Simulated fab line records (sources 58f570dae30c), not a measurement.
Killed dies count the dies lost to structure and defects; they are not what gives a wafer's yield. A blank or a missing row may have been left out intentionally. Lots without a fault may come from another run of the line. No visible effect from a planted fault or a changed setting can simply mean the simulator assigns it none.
The tool behind it: which one? -- flow berkeley_cmos170 -- 21 wafers from 7 lots sampled at 3 of the route's 331 steps

WHAT THE GAUGES READ, wafer by wafer
UCB170_NSD_TW_MEAS_10.
lot,measured,on,NSD_TW
L567,day 8 03:38,film_metro-01,4280 4271 4280
L569,day 8 14:19,film_metro-02,4181 4179 4202
L574,day 9 10:08,film_metro-02,4212 4206 4211
L577,day 10 04:21,film_metro-02,4192 4195 4184
L580,day 10 08:47,film_metro-01,3809 3805 3825
L582,day 11 03:38,film_metro-04,4181 4176 4155
L585,day 11 03:46,film_metro-02,4209 4214 4201

TOOL THAT RAN EACH LOT (tool first, then ch and the chambers of the sampled wafers, then the start)
lot,UCB170_NSD_IMPLANT_08,UCB170_NSD_STRIP_09
L567,"implanter-04 ch 0, day 8 03:23","plasma_asher-03 ch 0,1, day 8 03:32"
L569,"implanter-01 ch 0, day 8 14:04","plasma_asher-02 ch 0,1, day 8 14:12"
L574,"implanter-02 ch 0, day 9 09:54","plasma_asher-04 ch 0,1, day 9 10:01"
L577,"implanter-02 ch 0, day 10 04:06","plasma_asher-04 ch 0,1, day 10 04:15"
L580,"implanter-04 ch 0, day 10 08:26","plasma_asher-02 ch 0,1, day 10 08:35"
L582,"implanter-02 ch 0, day 11 03:23","plasma_asher-04 ch 0,1, day 11 03:32"
L585,"implanter-01 ch 0, day 11 03:32","plasma_asher-02 ch 0,1, day 11 03:39"
- UCB170_NSD_IMPLANT_08
- UCB170_NSD_STRIP_09: strips in O2.

THE ANSWER, worked out from the rows above alone
Rule: what is usual is taken from the lots themselves. Put in order of their means at a reading, lots are off if they are a third of the lots or fewer, leave a main group of 4 or more, and stand apart from it by a gap of 3 or more times the standard deviation of the main group's means; of several such gaps the widest counts. A main group whose means are all the same, to the digits that the tables above print for the reading, isn't used. Also off: a lot with no number at a reading for which 4 or more lots have one. Any other lot the step has rows for is counted as sound.
Off: L580, at UCB170_NSD_TW_MEAS_10 (NSD_TW). Mean 4207 and standard deviation 34 in the main group.
A tool fits if, at a process step before that reading, it ran every lot that is off, and no sound lot after the first of them. The gauges at UCB170_NSD_TW_MEAS_10 are tried like those tools. 2 tools fit, implanter-04 at UCB170_NSD_IMPLANT_08 and film_metro-01 at UCB170_NSD_TW_MEAS_10, so this cannot tell which one it is.

WHAT THE SIMULATOR PUT IN
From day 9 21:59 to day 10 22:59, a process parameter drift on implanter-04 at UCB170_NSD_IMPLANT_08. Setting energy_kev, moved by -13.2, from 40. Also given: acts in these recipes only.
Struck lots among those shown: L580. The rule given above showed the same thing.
